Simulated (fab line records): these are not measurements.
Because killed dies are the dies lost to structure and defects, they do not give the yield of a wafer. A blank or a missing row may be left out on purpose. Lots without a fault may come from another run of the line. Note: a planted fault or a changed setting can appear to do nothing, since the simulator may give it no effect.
2 desks looking at one fault :: flow berkeley cmos170 :: every desk sees just its own numbers, and what lay behind them comes last

## THE TOOL OWNER'S DESK: implanter-02
The tool's own readings at UCB170_NLDD_IMPLANT_09, given as means over the sampled wafers that have a number, one for each lot that went through this tool. Marked OUT: a lot whose mean sits more than 4 standard deviations from the usual mean, which makes it out of limits; the brackets give that distance.
Columns: A = beam on s at UCB170_NLDD_IMPLANT_09, usual 10.01 s; B = tilt deg at UCB170_NLDD_IMPLANT_09, usual 7.001 degrees
lot: L869
first seen here: day 8 03:55
A: 10.18
B: 6.963

lot: L873
first seen here: day 9 06:07
A: 10.06
B: 0.037 (-99 or more) OUT

lot: L888
first seen here: day 12 01:00
A: 9.96
B: 6.993

lot: L889
first seen here: day 12 10:50
A: 10.13
B: 6.998
This desk's verdict: out of limits on L873, starting with L873 at day 9 06:07 (tilt deg at UCB170_NLDD_IMPLANT_09). L869, L888, L889 stayed within limits.

## AT THE METROLOGY DESK
Lot by lot, what the gauges showed, no matter which tool ran the lot: averages of those sampled wafers that carry a number. Marked OUT: a lot whose mean sits more than 4 standard deviations from the usual mean, which makes it out of limits; the brackets give that distance.
Columns: A = NLDD_TW at UCB170_NLDD_TW_MEAS_11, usual 2212; B = NLDD_RS at UCB170_SDANNEAL_RS_MEAS_05, usual 616.2 ohm/sq; C = cd nm at UCB170_M1_CD_MEAS_90, usual 700.6 nm
lot: L867
first seen here: day 7 16:46
A: 2187
B: 616.0
C: 701.2

lot: L869
first seen here: day 8 04:10
A: 2207
B: 616.5
C: 698.0

lot: L870
first seen here: day 8 04:25
A: 2239
B: 618.2
C: 703.3

lot: L873
first seen here: day 9 06:21
A: 2098 (-5.4) OUT
B: 536.6 (-53) OUT
C: 700.8

lot: L879
first seen here: day 9 20:42
A: 2225
B: 616.6
C: 700.4

lot: L880
first seen here: day 10 18:14
A: 2196
B: 617.0
C: 701.7

lot: L881
first seen here: day 10 18:35
A: 2201
B: 617.3
C: 700.1

lot: L883
first seen here: day 11 09:37
A: 2220
B: 616.6
C: 699.7

lot: L884
first seen here: day 11 09:50
A: 2188
B: 616.2
C: 698.8

lot: L886
first seen here: day 12 00:47
A: 2185
B: 616.2
C: 699.4

lot: L888
first seen here: day 12 01:13
A: 2231
B: 615.8
C: 703.2

lot: L887
first seen here: day 12 01:26
A: 2216
B: 616.2
C: 701.8

lot: L889
first seen here: day 12 11:05
A: 2197
B: 613.7
C: 698.7
This desk's result: L873 out of limits, first on L873 (NLDD_TW at UCB170_NLDD_TW_MEAS_11), day 9 06:21. L867, L869, L870, L879, L880, L881, L883, L884, L886, L888, L887, L889 stayed within limits.

## BROUGHT TOGETHER
On L873, at day 9 06:07, an alarm was possible from the tool owner's desk.
An alarm was possible from the metrology desk at day 9 06:21, on L873.
All the named lots went through UCB170_NLDD_IMPLANT_09 on implanter-02.

## WHAT THE SIMULATOR PUT IN
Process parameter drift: implanter-02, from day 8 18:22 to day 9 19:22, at UCB170_NLDD_IMPLANT_09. Setting tilt deg, moved by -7, from 7. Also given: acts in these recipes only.
Struck lots among those shown: L873.
Hours from the fault's start to each desk's first reading out of limits: the tool owner's desk, 12; the metrology desk, 12.
